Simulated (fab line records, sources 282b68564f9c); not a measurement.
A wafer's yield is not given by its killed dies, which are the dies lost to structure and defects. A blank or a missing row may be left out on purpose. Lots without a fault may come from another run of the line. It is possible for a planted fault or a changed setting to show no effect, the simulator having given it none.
Code-filled problem report in 8D (eight disciplines) form | flow rit-cmos | the parts of the form that need people (team, actions taken, sign-off) are left out

## 1. WHAT IS WRONG
Across 9 wafers from 3 lots, PLDD_OVL at RIT_PLDD_OVL_MEAS_06 averages 241.2 nm, while fault-free wafers read 0.6 nm with a standard deviation of 1.3. That is +99 or more standard deviations from the usual mean.
First observed at day 4 05:29: wafer L248.1, on overlay-01. Wafers with a number at this step in the record: 42, from 14 lots. The rule behind "out" and "out of limits": a value lying over 4 standard deviations away from the usual mean. The rest of the wafers with a number are treated as sound.

## 2. WHAT IT IS AND WHAT IT IS NOT
question                    | is                     | is not
which readings at this step | PLDD_OVL               | -
which lots                  | L248, L249, L252       | L241, L242, L243, L245, L251, L253, L254, L255, L257, L260, L261
which wafers of those lots  | all that have a number | -
read on which gauges        | overlay-01             | overlay-02
when                        | from day 4 05:29       | up to then (12 sound wafers); but 21 sound wafers of L251, L253, L254, L255, L257, L260, L261 came after

## 3. SUSPECTS, AND WHAT RULES EACH OUT
Counting: a tool at a process step up to the reading stays a suspect if it ran every lot that is out and no sound lot after the first of them.
- the gauge at RIT_PLDD_OVL_MEAS_06: kept. All the wafers that are out were read on overlay-01, and no step on other tools shows them out.
- iline-stepper-02 at RIT_PLDD_EXPOSE_03 (exposes mask M8, target cd 40900 nm): kept. It processed each lot that is out, first L248 at day 4 05:04, and no sound lot thereafter; up to then, the last sound lot it processed was L243 at day 3 04:13.
Remaining after the count are iline-stepper-02 at RIT_PLDD_EXPOSE_03 and overlay-01 at RIT_PLDD_OVL_MEAS_06.

## 4. THE CAUSE (what the simulator had put in)
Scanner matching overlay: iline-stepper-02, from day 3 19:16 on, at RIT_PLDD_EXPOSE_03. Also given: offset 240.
Counting left 2 suspects, and this tool is among them.

## 5. THE CHAIN OF EFFECTS, in route order
Each row: a reading whose mean over the struck wafers that have a number lies more than 3 standard deviations from the usual. Only readings for which the record gives a usual standard deviation are gone through. hours: the time from each lot's start at the first step in this table that gives one to its start at this step, as a median over the lots. sigmas: the change in usual standard deviations.
hours | step                 | reading  | usual  | on struck wafers | change | sigmas
0     | RIT_PLDD_OVL_MEAS_06 | PLDD_OVL | 0.6 nm | 241.2            | +240.6 | +99 or more

## 6. HOW IT WOULD HAVE BEEN CAUGHT EARLIER
10 hours passed between the start of the fault at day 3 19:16 and the first reading out of limits at a measuring or inspecting step in this record, taken at day 4 05:29.
Lots out: 3; of these, L249, L252 started RIT_PLDD_EXPOSE_03 on iline-stepper-02 after day 4 05:29. A hold on the tool at that time would have spared those 2.
